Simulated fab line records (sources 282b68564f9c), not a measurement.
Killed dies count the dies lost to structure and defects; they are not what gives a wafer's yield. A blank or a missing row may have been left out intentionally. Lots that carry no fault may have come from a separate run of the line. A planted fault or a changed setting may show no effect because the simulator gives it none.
fab line records / flow ritCmos
[record] lots = 6 wafers = 18 lastDay = 7
route steps=202 shown NSD@138 PSD@142 SDANNEAL@153
lots that met no fault: taken from a fault-free run of the same line
startH: the number of hours between the record's first day and the start of the first shown wafer of the lot / waitH: how many hours have passed since the lot's step before this one / " the same as in the row above / L1.1+2: several wafers, shown together as one row / - no value, or no start was given / * or withheld: withheld / < > ~ a bound
route shown NAME@n: NAME is a module with steps in the file, n the number in the route of the first one / usual: average and standard deviation across the fault-free wafers / same: alike in all rows / chamber/n: place in a boat / sites: readings site by site / _std_site: standard deviation of those values / _edge_site: the outer-site mean with the inner-site mean subtracted / radiusMm: how far each site lies from the wafer's centre / mask NAME#n: copy n / behind: tool/chamber where the wafer was last shaped / hold: why the lot went on hold/how many hours it stayed there/how the hold came to an end / device: which transistor (n, p or np) failed to switch / end of line: the same wafers' tests at the end of the route / step lacking rows: just its recipe / killed: not the wafer's yield, but the dies lost to structure and defects at the first sort / map: shows each die of a wafer: x if killed, . if not, _ if none is there
set.NAME: the setting as run; set.NAME@STEP: as run at that earlier step / model.NAME: the simulator's own value behind a step, which no gauge read
certain route steps with their lots: each step a table, each wafer a row
services: from which hour (startH, from the record's first day; less than 0 if before it) a tool's chamber was out of use, for how many hours, and why
[[steps]]
[step RIT_NSD_HARDBAKE_07]
[recipe] resist = NOVOLAK tempC = 140 timeS = 60
[step RIT_NSD_IMPLANT_08]
[recipe] species = P energyKev = 25.33 doseCm2 = 1e+15 tiltDeg = 7
[step RIT_NSD_STRIP_09]
[recipe] chemistry = O2 timeS = 180 resist = NOVOLAK platenTempC = withheld powerW = 500 pressureMtorr = 4000 o2FlowSccm = 4000
[usual] drypumpMotorCurrentA = 5.3/0.42
lot.wafer=L457.4 tool=plasmaAsher-03 chamber=0 startH=63.03 waitH=0.1 drypumpMotorCurrentA=5.9 rfHoursCounterH=-
lot.wafer=L457.5 tool=plasmaAsher-03 chamber=0 startH=63.03 waitH=0.1 drypumpMotorCurrentA=5.9 rfHoursCounterH=-
lot.wafer=L457.6 tool=plasmaAsher-03 chamber=1 startH=63.03 waitH=0.1 drypumpMotorCurrentA=5.7 rfHoursCounterH=-
lot.wafer=L459.3 tool=plasmaAsher-01 chamber=1 startH=74.30 waitH=0.1 drypumpMotorCurrentA=4.9 rfHoursCounterH=-
lot.wafer=L459.4 tool=plasmaAsher-01 chamber=0 startH=74.30 waitH=0.1 drypumpMotorCurrentA=5.0 rfHoursCounterH=-
lot.wafer=L459.6 tool=plasmaAsher-01 chamber=0 startH=74.30 waitH=0.1 drypumpMotorCurrentA=5.0 rfHoursCounterH=-
lot.wafer=L462.1 tool=plasmaAsher-01 chamber=0 startH=85.04 waitH=0.1 drypumpMotorCurrentA=5.0 rfHoursCounterH=43
lot.wafer=L462.2 tool=plasmaAsher-01 chamber=1 startH=85.04 waitH=0.1 drypumpMotorCurrentA=4.8 rfHoursCounterH=43
lot.wafer=L462.4 tool=plasmaAsher-01 chamber=1 startH=85.04 waitH=0.1 drypumpMotorCurrentA=4.9 rfHoursCounterH=-
lot.wafer=L464.2 tool=plasmaAsher-04 chamber=1 startH=105.07 waitH=0.1 drypumpMotorCurrentA=5.3 rfHoursCounterH=45
lot.wafer=L464.5 tool=plasmaAsher-04 chamber=0 startH=105.07 waitH=0.1 drypumpMotorCurrentA=5.9 rfHoursCounterH=-
lot.wafer=L464.6 tool=plasmaAsher-04 chamber=1 startH=105.07 waitH=0.1 drypumpMotorCurrentA=5.3 rfHoursCounterH=-
lot.wafer=L470.2 tool=plasmaAsher-01 chamber=0 startH=133.53 waitH=0.1 drypumpMotorCurrentA=5.0 rfHoursCounterH=48
lot.wafer=L470.5 tool=plasmaAsher-01 chamber=1 startH=133.53 waitH=0.1 drypumpMotorCurrentA=4.8 rfHoursCounterH=-
lot.wafer=L470.6 tool=plasmaAsher-01 chamber=0 startH=133.53 waitH=0.1 drypumpMotorCurrentA=5.0 rfHoursCounterH=-
lot.wafer=L473.1 tool=plasmaAsher-04 chamber=1 startH=148.64 waitH=0.1 drypumpMotorCurrentA=5.3 rfHoursCounterH=3
lot.wafer=L473.2 tool=plasmaAsher-04 chamber=0 startH=148.64 waitH=0.1 drypumpMotorCurrentA=6.0 rfHoursCounterH=3
lot.wafer=L473.6 tool=plasmaAsher-04 chamber=0 startH=148.64 waitH=0.1 drypumpMotorCurrentA=5.9 rfHoursCounterH=-
[step RIT_NSD_TW_MEAS_10]
[usual] NSD_TW = 3144/22
lot.wafer=L457.4 tool=filmMetro-04 chamber=- startH=63.18 waitH=0.1 NSD_TW=3121
lot.wafer=L457.5 tool=filmMetro-04 chamber=- startH=63.18 waitH=0.1 NSD_TW=3089
lot.wafer=L457.6 tool=filmMetro-04 chamber=- startH=63.18 waitH=0.1 NSD_TW=3122
lot.wafer=L459.3 tool=filmMetro-02 chamber=- startH=74.44 waitH=0.1 NSD_TW=3164
lot.wafer=L459.4 tool=filmMetro-02 chamber=- startH=74.44 waitH=0.1 NSD_TW=3159
lot.wafer=L459.6 tool=filmMetro-02 chamber=- startH=74.44 waitH=0.1 NSD_TW=3163
lot.wafer=L462.1 tool=filmMetro-03 chamber=- startH=85.21 waitH=0.1 NSD_TW=3156
lot.wafer=L462.2 tool=filmMetro-03 chamber=- startH=85.21 waitH=0.1 NSD_TW=3145
lot.wafer=L462.4 tool=filmMetro-03 chamber=- startH=85.21 waitH=0.1 NSD_TW=3138
lot.wafer=L464.2 tool=filmMetro-03 chamber=- startH=105.25 waitH=0.1 NSD_TW=3137
lot.wafer=L464.5 tool=filmMetro-03 chamber=- startH=105.25 waitH=0.1 NSD_TW=3135
lot.wafer=L464.6 tool=filmMetro-03 chamber=- startH=105.25 waitH=0.1 NSD_TW=3149
lot.wafer=L470.2 tool=filmMetro-02 chamber=- startH=133.72 waitH=0.1 NSD_TW=3127
lot.wafer=L470.5 tool=filmMetro-02 chamber=- startH=133.72 waitH=0.1 NSD_TW=3149
lot.wafer=L470.6 tool=filmMetro-02 chamber=- startH=133.72 waitH=0.1 NSD_TW=3123
lot.wafer=L473.1 tool=filmMetro-04 chamber=- startH=148.81 waitH=0.1 NSD_TW=3130
lot.wafer=L473.2 tool=filmMetro-04 chamber=- startH=148.81 waitH=0.1 NSD_TW=3117
lot.wafer=L473.6 tool=filmMetro-04 chamber=- startH=148.81 waitH=0.1 NSD_TW=3123
[step RIT_PSD_HMDS_00]
[recipe] primeTimeS = 60 primeTempC = 140
[step RIT_PSD_COAT_01]
[recipe] resist = NOVOLAK spinRpm = 3250 resistThkNm = 1000
[step RIT_PSD_SOFTBAKE_02]
[recipe] resist = NOVOLAK tempC = 90 timeS = 60
[step RIT_PSD_EXPOSE_03]
[recipe] maskId = M10 na = 0.57 targetCdNm = 40900 doseMj = 250
[step RIT_PSD_PEB_04]
[recipe] resist = NOVOLAK tempC = withheld timeS = withheld
[step RIT_PSD_DEVELOP_05]
[recipe] resist = NOVOLAK developTimeS = 50 devTempC = 23
[step RIT_PSD_OVL_MEAS_06]
[usual] PSD_OVL = 0.6/1.2
lot.wafer=L457.4 tool=overlay-01 chamber=- startH=64.38 waitH=- PSD_OVL[nm]=1.9
lot.wafer=L457.5 tool=overlay-01 chamber=- startH=64.38 waitH=- PSD_OVL[nm]=2.3
lot.wafer=L457.6 tool=overlay-01 chamber=- startH=64.38 waitH=- PSD_OVL[nm]=2.7
lot.wafer=L459.3 tool=overlay-01 chamber=- startH=75.48 waitH=- PSD_OVL[nm]=-0.5
lot.wafer=L459.4 tool=overlay-01 chamber=- startH=75.48 waitH=- PSD_OVL[nm]=0.8
lot.wafer=L459.6 tool=overlay-01 chamber=- startH=75.48 waitH=- PSD_OVL[nm]=-0.1
lot.wafer=L462.1 tool=overlay-02 chamber=- startH=86.25 waitH=- PSD_OVL[nm]=1.6
lot.wafer=L462.2 tool=overlay-02 chamber=- startH=86.25 waitH=- PSD_OVL[nm]=1.6
lot.wafer=L462.4 tool=overlay-02 chamber=- startH=86.25 waitH=- PSD_OVL[nm]=1.3
lot.wafer=L464.2 tool=overlay-01 chamber=- startH=106.16 waitH=- PSD_OVL[nm]=-0.7
lot.wafer=L464.5 tool=overlay-01 chamber=- startH=106.16 waitH=- PSD_OVL[nm]=1.6
lot.wafer=L464.6 tool=overlay-01 chamber=- startH=106.16 waitH=- PSD_OVL[nm]=2.5
lot.wafer=L470.2 tool=overlay-02 chamber=- startH=134.80 waitH=- PSD_OVL[nm]=0.0
lot.wafer=L470.5 tool=overlay-02 chamber=- startH=134.80 waitH=- PSD_OVL[nm]=1.0
lot.wafer=L470.6 tool=overlay-02 chamber=- startH=134.80 waitH=- PSD_OVL[nm]=0.3
lot.wafer=L473.1 tool=overlay-01 chamber=- startH=150.00 waitH=- PSD_OVL[nm]=1.5
lot.wafer=L473.2 tool=overlay-01 chamber=- startH=150.00 waitH=- PSD_OVL[nm]=0.2
lot.wafer=L473.6 tool=overlay-01 chamber=- startH=150.00 waitH=- PSD_OVL[nm]=1.7
[step RIT_PSD_HARDBAKE_07]
[recipe] resist = NOVOLAK tempC = 140 timeS = 60
[step RIT_PSD_IMPLANT_08]
[recipe] species = BF2 energyKev = 27 doseCm2 = 5e+15 tiltDeg = 7
[usual] beamEnergyKeV = 27.001/0.008 beamOnS = 13.3/0.78 doseIonsCm2 = 5.001e+15/5.6e+12
lot.wafer=L457.4 tool=implanter-03 chamber=0 startH=64.64 waitH=0.1 beamEnergyKeV=27.007 beamOnS=15.1 doseIonsCm2=5e+15
lot.wafer=L457.5 tool=implanter-03 chamber=0 startH=64.64 waitH=0.1 beamEnergyKeV=27.005 beamOnS=14.4 doseIonsCm2=4.999e+15
lot.wafer=L457.6 tool=implanter-03 chamber=0 startH=64.64 waitH=0.1 beamEnergyKeV=26.996 beamOnS=14.4 doseIonsCm2=4.993e+15
lot.wafer=L459.3 tool=implanter-02 chamber=0 startH=75.70 waitH=0.1 beamEnergyKeV=27.000 beamOnS=12.7 doseIonsCm2=4.999e+15
lot.wafer=L459.4 tool=implanter-02 chamber=0 startH=75.70 waitH=0.1 beamEnergyKeV=26.998 beamOnS=12.8 doseIonsCm2=4.992e+15
lot.wafer=L459.6 tool=implanter-02 chamber=0 startH=75.70 waitH=0.1 beamEnergyKeV=27.004 beamOnS=12.9 doseIonsCm2=4.993e+15
lot.wafer=L462.1 tool=implanter-02 chamber=0 startH=86.44 waitH=0.1 beamEnergyKeV=26.993 beamOnS=17.0 doseIonsCm2=6.742e+15
lot.wafer=L462.2 tool=implanter-02 chamber=0 startH=86.44 waitH=0.1 beamEnergyKeV=27.005 beamOnS=16.9 doseIonsCm2=6.744e+15
lot.wafer=L462.4 tool=implanter-02 chamber=0 startH=86.44 waitH=0.1 beamEnergyKeV=26.994 beamOnS=17.2 doseIonsCm2=6.752e+15
lot.wafer=L464.2 tool=implanter-02 chamber=0 startH=106.36 waitH=0.1 beamEnergyKeV=27.014 beamOnS=17.0 doseIonsCm2=6.754e+15
lot.wafer=L464.5 tool=implanter-02 chamber=0 startH=106.36 waitH=0.1 beamEnergyKeV=27.014 beamOnS=17.7 doseIonsCm2=6.751e+15
lot.wafer=L464.6 tool=implanter-02 chamber=0 startH=106.36 waitH=0.1 beamEnergyKeV=27.012 beamOnS=17.0 doseIonsCm2=6.748e+15
lot.wafer=L470.2 tool=implanter-03 chamber=0 startH=135.10 waitH=0.1 beamEnergyKeV=26.998 beamOnS=14.8 doseIonsCm2=5.011e+15
lot.wafer=L470.5 tool=implanter-03 chamber=0 startH=135.10 waitH=0.1 beamEnergyKeV=26.997 beamOnS=15.0 doseIonsCm2=5.008e+15
lot.wafer=L470.6 tool=implanter-03 chamber=0 startH=135.10 waitH=0.1 beamEnergyKeV=26.996 beamOnS=15.1 doseIonsCm2=5.002e+15
lot.wafer=L473.1 tool=implanter-03 chamber=0 startH=150.19 waitH=0.1 beamEnergyKeV=27.007 beamOnS=14.4 doseIonsCm2=4.997e+15
lot.wafer=L473.2 tool=implanter-03 chamber=0 startH=150.19 waitH=0.1 beamEnergyKeV=27.006 beamOnS=15.1 doseIonsCm2=4.997e+15
lot.wafer=L473.6 tool=implanter-03 chamber=0 startH=150.19 waitH=0.1 beamEnergyKeV=27.004 beamOnS=14.8 doseIonsCm2=4.999e+15
[step RIT_PSD_STRIP_09]
[recipe] chemistry = O2 timeS = 180 resist = NOVOLAK platenTempC = withheld powerW = 500 pressureMtorr = 4000 o2FlowSccm = 4000
[usual] drypumpMotorCurrentA = 5.4/0.34
lot.wafer=L457.4 tool=plasmaAsher-02 chamber=1 startH=64.77 waitH=0.1 drypumpMotorCurrentA=5.3 rfHoursCounterH=-
lot.wafer=L457.5 tool=plasmaAsher-02 chamber=0 startH=64.77 waitH=0.1 drypumpMotorCurrentA=5.4 rfHoursCounterH=-
lot.wafer=L457.6 tool=plasmaAsher-02 chamber=1 startH=64.77 waitH=0.1 drypumpMotorCurrentA=5.3 rfHoursCounterH=-
lot.wafer=L459.3 tool=plasmaAsher-04 chamber=0 startH=75.86 waitH=0.1 drypumpMotorCurrentA=5.9 rfHoursCounterH=-
lot.wafer=L459.4 tool=plasmaAsher-04 chamber=1 startH=75.86 waitH=0.1 drypumpMotorCurrentA=5.3 rfHoursCounterH=-
lot.wafer=L459.6 tool=plasmaAsher-04 chamber=1 startH=75.86 waitH=0.1 drypumpMotorCurrentA=5.3 rfHoursCounterH=-
lot.wafer=L462.1 tool=plasmaAsher-04 chamber=0 startH=86.59 waitH=0.1 drypumpMotorCurrentA=6.0 rfHoursCounterH=44
lot.wafer=L462.2 tool=plasmaAsher-04 chamber=1 startH=86.59 waitH=0.1 drypumpMotorCurrentA=5.3 rfHoursCounterH=44
lot.wafer=L462.4 tool=plasmaAsher-04 chamber=0 startH=86.59 waitH=0.1 drypumpMotorCurrentA=6.0 rfHoursCounterH=-
lot.wafer=L464.2 tool=plasmaAsher-01 chamber=1 startH=106.49 waitH=0.1 drypumpMotorCurrentA=4.8 rfHoursCounterH=44
lot.wafer=L464.5 tool=plasmaAsher-01 chamber=0 startH=106.49 waitH=0.1 drypumpMotorCurrentA=5.0 rfHoursCounterH=-
lot.wafer=L464.6 tool=plasmaAsher-01 chamber=1 startH=106.49 waitH=0.1 drypumpMotorCurrentA=4.8 rfHoursCounterH=-
lot.wafer=L470.2 tool=plasmaAsher-02 chamber=1 startH=135.23 waitH=0.1 drypumpMotorCurrentA=5.3 rfHoursCounterH=53
lot.wafer=L470.5 tool=plasmaAsher-02 chamber=1 startH=135.23 waitH=0.1 drypumpMotorCurrentA=5.3 rfHoursCounterH=-
lot.wafer=L470.6 tool=plasmaAsher-02 chamber=0 startH=135.23 waitH=0.1 drypumpMotorCurrentA=5.3 rfHoursCounterH=-
lot.wafer=L473.1 tool=plasmaAsher-02 chamber=0 startH=150.34 waitH=0.1 drypumpMotorCurrentA=5.3 rfHoursCounterH=55
lot.wafer=L473.2 tool=plasmaAsher-02 chamber=1 startH=150.34 waitH=0.1 drypumpMotorCurrentA=5.3 rfHoursCounterH=55
lot.wafer=L473.6 tool=plasmaAsher-02 chamber=1 startH=150.34 waitH=0.1 drypumpMotorCurrentA=5.4 rfHoursCounterH=-
[step RIT_PSD_TW_MEAS_10]
[usual] PSD_TW = 3443/21
lot.wafer=L457.4 tool=filmMetro-02 chamber=- startH=64.92 waitH=0.1 PSD_TW=3452
lot.wafer=L457.5 tool=filmMetro-02 chamber=- startH=64.92 waitH=0.1 PSD_TW=3440
lot.wafer=L457.6 tool=filmMetro-02 chamber=- startH=64.92 waitH=0.1 PSD_TW=3453
lot.wafer=L459.3 tool=filmMetro-02 chamber=- startH=76.00 waitH=0.1 PSD_TW=3471
lot.wafer=L459.4 tool=filmMetro-02 chamber=- startH=76.00 waitH=0.1 PSD_TW=3452
lot.wafer=L459.6 tool=filmMetro-02 chamber=- startH=76.00 waitH=0.1 PSD_TW=3477
lot.wafer=L462.1 tool=filmMetro-03 chamber=- startH=86.76 waitH=0.1 PSD_TW=3530
lot.wafer=L462.2 tool=filmMetro-03 chamber=- startH=86.76 waitH=0.1 PSD_TW=3518
lot.wafer=L462.4 tool=filmMetro-03 chamber=- startH=86.76 waitH=0.1 PSD_TW=3517
lot.wafer=L464.2 tool=filmMetro-03 chamber=- startH=106.67 waitH=0.1 PSD_TW=3514
lot.wafer=L464.5 tool=filmMetro-03 chamber=- startH=106.67 waitH=0.1 PSD_TW=3530
lot.wafer=L464.6 tool=filmMetro-03 chamber=- startH=106.67 waitH=0.1 PSD_TW=3516
lot.wafer=L470.2 tool=filmMetro-04 chamber=- startH=135.41 waitH=0.1 PSD_TW=3409
lot.wafer=L470.5 tool=filmMetro-04 chamber=- startH=135.41 waitH=0.1 PSD_TW=3434
lot.wafer=L470.6 tool=filmMetro-04 chamber=- startH=135.41 waitH=0.1 PSD_TW=3437
lot.wafer=L473.1 tool=filmMetro-03 chamber=- startH=150.51 waitH=0.1 PSD_TW=3490
lot.wafer=L473.2 tool=filmMetro-03 chamber=- startH=150.51 waitH=0.1 PSD_TW=3472
lot.wafer=L473.6 tool=filmMetro-03 chamber=- startH=150.51 waitH=0.1 PSD_TW=3474
[step RIT_SDANNEAL_CLEAN_00]
[recipe] chemistry = SC1 mix = 3:3:50 timeS = 600 tempC = 75
[step RIT_SDANNEAL_CLEAN_01]
[recipe] chemistry = dHF dilution = 50:1 timeS = 30
[step RIT_SDANNEAL_CLEAN_02]
[recipe] chemistry = SC2 mix = 3:3:50 timeS = 600 tempC = 75 dry = n2Spin
[step RIT_SDANNEAL_RTA_03]
[recipe] tempC = 1050 timeS = 5 idleTempC = 600 rampUpCPerS = 342 rampDownCPerS = 171 coolToC = 600 ambient = N2
[usual] wafer_temp_C_max = 1053.4/1.2
lot.wafer=L457.4 tool=rtpAnneal-02 chamber=0 startH=65.34 waitH=0.0 wafer_temp_C_max=1053.2
lot.wafer=L457.5 tool=rtpAnneal-02 chamber=0 startH=65.34 waitH=0.0 wafer_temp_C_max=1051.5
lot.wafer=L457.6 tool=rtpAnneal-02 chamber=0 startH=65.34 waitH=0.0 wafer_temp_C_max=1054.2
lot.wafer=L459.3 tool=rtpAnneal-02 chamber=0 startH=76.46 waitH=0.0 wafer_temp_C_max=1052.5
lot.wafer=L459.4 tool=rtpAnneal-02 chamber=0 startH=76.46 waitH=0.0 wafer_temp_C_max=1053.8
lot.wafer=L459.6 tool=rtpAnneal-02 chamber=0 startH=76.46 waitH=0.0 wafer_temp_C_max=1053.8
lot.wafer=L462.1 tool=rtpAnneal-01 chamber=0 startH=87.22 waitH=0.0 wafer_temp_C_max=1054.6
lot.wafer=L462.2 tool=rtpAnneal-01 chamber=0 startH=87.22 waitH=0.0 wafer_temp_C_max=1053.9
lot.wafer=L462.4 tool=rtpAnneal-01 chamber=0 startH=87.22 waitH=0.0 wafer_temp_C_max=1053.6
lot.wafer=L464.2 tool=rtpAnneal-01 chamber=0 startH=107.10 waitH=0.0 wafer_temp_C_max=1055.9
lot.wafer=L464.5 tool=rtpAnneal-01 chamber=0 startH=107.10 waitH=0.0 wafer_temp_C_max=1053.3
lot.wafer=L464.6 tool=rtpAnneal-01 chamber=0 startH=107.10 waitH=0.0 wafer_temp_C_max=1054.2
lot.wafer=L470.2 tool=rtpAnneal-01 chamber=0 startH=135.84 waitH=0.0 wafer_temp_C_max=1052.0
lot.wafer=L470.5 tool=rtpAnneal-01 chamber=0 startH=135.84 waitH=0.0 wafer_temp_C_max=1054.8
lot.wafer=L470.6 tool=rtpAnneal-01 chamber=0 startH=135.84 waitH=0.0 wafer_temp_C_max=1051.3
lot.wafer=L473.1 tool=rtpAnneal-02 chamber=0 startH=151.13 waitH=0.0 wafer_temp_C_max=1053.5
lot.wafer=L473.2 tool=rtpAnneal-02 chamber=0 startH=151.13 waitH=0.0 wafer_temp_C_max=1055.9
lot.wafer=L473.6 tool=rtpAnneal-02 chamber=0 startH=151.13 waitH=0.0 wafer_temp_C_max=1055.8
[step RIT_SDANNEAL_RS_MEAS_04]
[recipe] thkMeasGauge = four-point-probe
[usual] PSD_RS = 116.06/0.29
lot.wafer=L457.4 tool=filmMetro-03 chamber=- startH=65.43 waitH=0.1 PSD_RS[ohm/sq]=115.63
lot.wafer=L457.5 tool=filmMetro-03 chamber=- startH=65.43 waitH=0.1 PSD_RS[ohm/sq]=115.56
lot.wafer=L457.6 tool=filmMetro-03 chamber=- startH=65.43 waitH=0.1 PSD_RS[ohm/sq]=115.66
lot.wafer=L459.3 tool=filmMetro-03 chamber=- startH=76.54 waitH=0.1 PSD_RS[ohm/sq]=115.71
lot.wafer=L459.4 tool=filmMetro-03 chamber=- startH=76.54 waitH=0.1 PSD_RS[ohm/sq]=116.17
lot.wafer=L459.6 tool=filmMetro-03 chamber=- startH=76.54 waitH=0.1 PSD_RS[ohm/sq]=116.02
lot.wafer=L462.1 tool=filmMetro-03 chamber=- startH=87.28 waitH=0.0 PSD_RS[ohm/sq]=112.44
lot.wafer=L462.2 tool=filmMetro-03 chamber=- startH=87.28 waitH=0.0 PSD_RS[ohm/sq]=111.75
lot.wafer=L462.4 tool=filmMetro-03 chamber=- startH=87.28 waitH=0.0 PSD_RS[ohm/sq]=112.31
lot.wafer=L464.2 tool=filmMetro-02 chamber=- startH=107.17 waitH=0.1 PSD_RS[ohm/sq]=112.85
lot.wafer=L464.5 tool=filmMetro-02 chamber=- startH=107.17 waitH=0.1 PSD_RS[ohm/sq]=112.31
lot.wafer=L464.6 tool=filmMetro-02 chamber=- startH=107.17 waitH=0.1 PSD_RS[ohm/sq]=112.47
lot.wafer=L470.2 tool=filmMetro-04 chamber=- startH=135.91 waitH=0.1 PSD_RS[ohm/sq]=116.22
lot.wafer=L470.5 tool=filmMetro-04 chamber=- startH=135.91 waitH=0.1 PSD_RS[ohm/sq]=115.84
lot.wafer=L470.6 tool=filmMetro-04 chamber=- startH=135.91 waitH=0.1 PSD_RS[ohm/sq]=115.76
lot.wafer=L473.1 tool=filmMetro-02 chamber=- startH=151.19 waitH=0.0 PSD_RS[ohm/sq]=116.41
lot.wafer=L473.2 tool=filmMetro-02 chamber=- startH=151.19 waitH=0.0 PSD_RS[ohm/sq]=116.33
lot.wafer=L473.6 tool=filmMetro-02 chamber=- startH=151.19 waitH=0.0 PSD_RS[ohm/sq]=116.46
[step RIT_SDANNEAL_RS_MEAS_05]
[recipe] thkMeasGauge = four-point-probe
[usual] NSD_RS = 84.43/0.28
lot.wafer=L457.4 tool=filmMetro-03 chamber=- startH=65.55 waitH=0.1 NSD_RS[ohm/sq]=84.53
lot.wafer=L457.5 tool=filmMetro-03 chamber=- startH=65.55 waitH=0.1 NSD_RS[ohm/sq]=84.46
lot.wafer=L457.6 tool=filmMetro-03 chamber=- startH=65.55 waitH=0.1 NSD_RS[ohm/sq]=84.17
lot.wafer=L459.3 tool=filmMetro-03 chamber=- startH=76.66 waitH=0.1 NSD_RS[ohm/sq]=84.00
lot.wafer=L459.4 tool=filmMetro-03 chamber=- startH=76.66 waitH=0.1 NSD_RS[ohm/sq]=84.30
lot.wafer=L459.6 tool=filmMetro-03 chamber=- startH=76.66 waitH=0.1 NSD_RS[ohm/sq]=84.09
lot.wafer=L462.1 tool=filmMetro-03 chamber=- startH=87.40 waitH=0.1 NSD_RS[ohm/sq]=83.48
lot.wafer=L462.2 tool=filmMetro-03 chamber=- startH=87.40 waitH=0.1 NSD_RS[ohm/sq]=83.97
lot.wafer=L462.4 tool=filmMetro-03 chamber=- startH=87.40 waitH=0.1 NSD_RS[ohm/sq]=84.00
lot.wafer=L464.2 tool=filmMetro-02 chamber=- startH=107.29 waitH=0.1 NSD_RS[ohm/sq]=84.43
lot.wafer=L464.5 tool=filmMetro-02 chamber=- startH=107.29 waitH=0.1 NSD_RS[ohm/sq]=84.42
lot.wafer=L464.6 tool=filmMetro-02 chamber=- startH=107.29 waitH=0.1 NSD_RS[ohm/sq]=84.53
lot.wafer=L470.2 tool=filmMetro-04 chamber=- startH=136.03 waitH=0.1 NSD_RS[ohm/sq]=84.68
lot.wafer=L470.5 tool=filmMetro-04 chamber=- startH=136.03 waitH=0.1 NSD_RS[ohm/sq]=84.35
lot.wafer=L470.6 tool=filmMetro-04 chamber=- startH=136.03 waitH=0.1 NSD_RS[ohm/sq]=84.18
lot.wafer=L473.1 tool=filmMetro-02 chamber=- startH=151.31 waitH=0.1 NSD_RS[ohm/sq]=84.32
lot.wafer=L473.2 tool=filmMetro-02 chamber=- startH=151.31 waitH=0.1 NSD_RS[ohm/sq]=84.57
lot.wafer=L473.6 tool=filmMetro-02 chamber=- startH=151.31 waitH=0.1 NSD_RS[ohm/sq]=84.84
[[services]]
tool=plasmaAsher-04 chamber=- startH=43.51 hours=3.7 kind=repair
tool=implanter-03 chamber=- startH=50.85 hours=3.1 kind=repair
tool=plasmaAsher-04 chamber=- startH=51.11 hours=3.1 kind=repair
tool=implanter-03 chamber=- startH=51.98 hours=1.2 kind=repair
tool=implanter-03 chamber=- startH=67.06 hours=5.6 kind=pm
tool=plasmaAsher-03 chamber=- startH=69.14 hours=3.4 kind=repair
tool=plasmaAsher-04 chamber=- startH=77.09 hours=1.1 kind=repair
tool=rtpAnneal-02 chamber=- startH=80.50 hours=6.7 kind=pm
tool=implanter-03 chamber=- startH=106.03 hours=3.0 kind=repair
tool=plasmaAsher-04 chamber=- startH=108.75 hours=9.0 kind=pm
tool=plasmaAsher-04 chamber=0 startH=108.75 hours=9.0 kind=ventCycle
tool=plasmaAsher-04 chamber=1 startH=108.75 hours=9.0 kind=ventCycle
tool=plasmaAsher-04 chamber=0 startH=117.75 hours=- kind=clean
tool=plasmaAsher-04 chamber=1 startH=117.75 hours=- kind=clean
tool=plasmaAsher-03 chamber=- startH=121.61 hours=15.6 kind=pm
tool=implanter-03 chamber=- startH=128.25 hours=2.3 kind=repair
tool=plasmaAsher-04 chamber=- startH=131.12 hours=4.3 kind=pm
tool=plasmaAsher-03 chamber=- startH=146.76 hours=0.7 kind=repair
[[key]]
[firstSign] step = RIT_PSD_IMPLANT_08 reading = doseIonsCm2 direction = up sigmas = 99+ usual = 5.001e+15 struck = 6.748e+15
[effect] step = RIT_PSD_IMPLANT_08 reading = beamOnS direction = up sigmas = 4.8 usual = 13.3 struck = 17.1
[effect] step = RIT_PSD_TW_MEAS_10 reading = PSD_TW direction = up sigmas = 3.7 usual = 3443 struck = 3521
[effect] step = RIT_SDANNEAL_RS_MEAS_04 reading = PSD_RS direction = down sigmas = 13 usual = 116.06 struck = 112.36
metAt RIT_PSD_IMPLANT_08
struckWafers L462.1,L462.2,L462.4,L464.2,L464.5,L464.6
testerLeftOut L462,L464
onsetBetween 75.70 86.44
[fault] kind = processParameterDrift tool = implanter-02 chamber = - onsetH = 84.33 steps = RIT_PSD_IMPLANT_08 channel = doseCm2 offset = 1.75e+15 shape = step endH = 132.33 actsIn = theseRecipesOnly stated = 5e+15
// testerLeftOut: of these lots the tester's yield and bins aren't shown, on N5 and GAA mostly nor the transistor test; their killed dies are dies lost to structure and defects alone, not to doping, threshold or leakage, so they don't give the yield
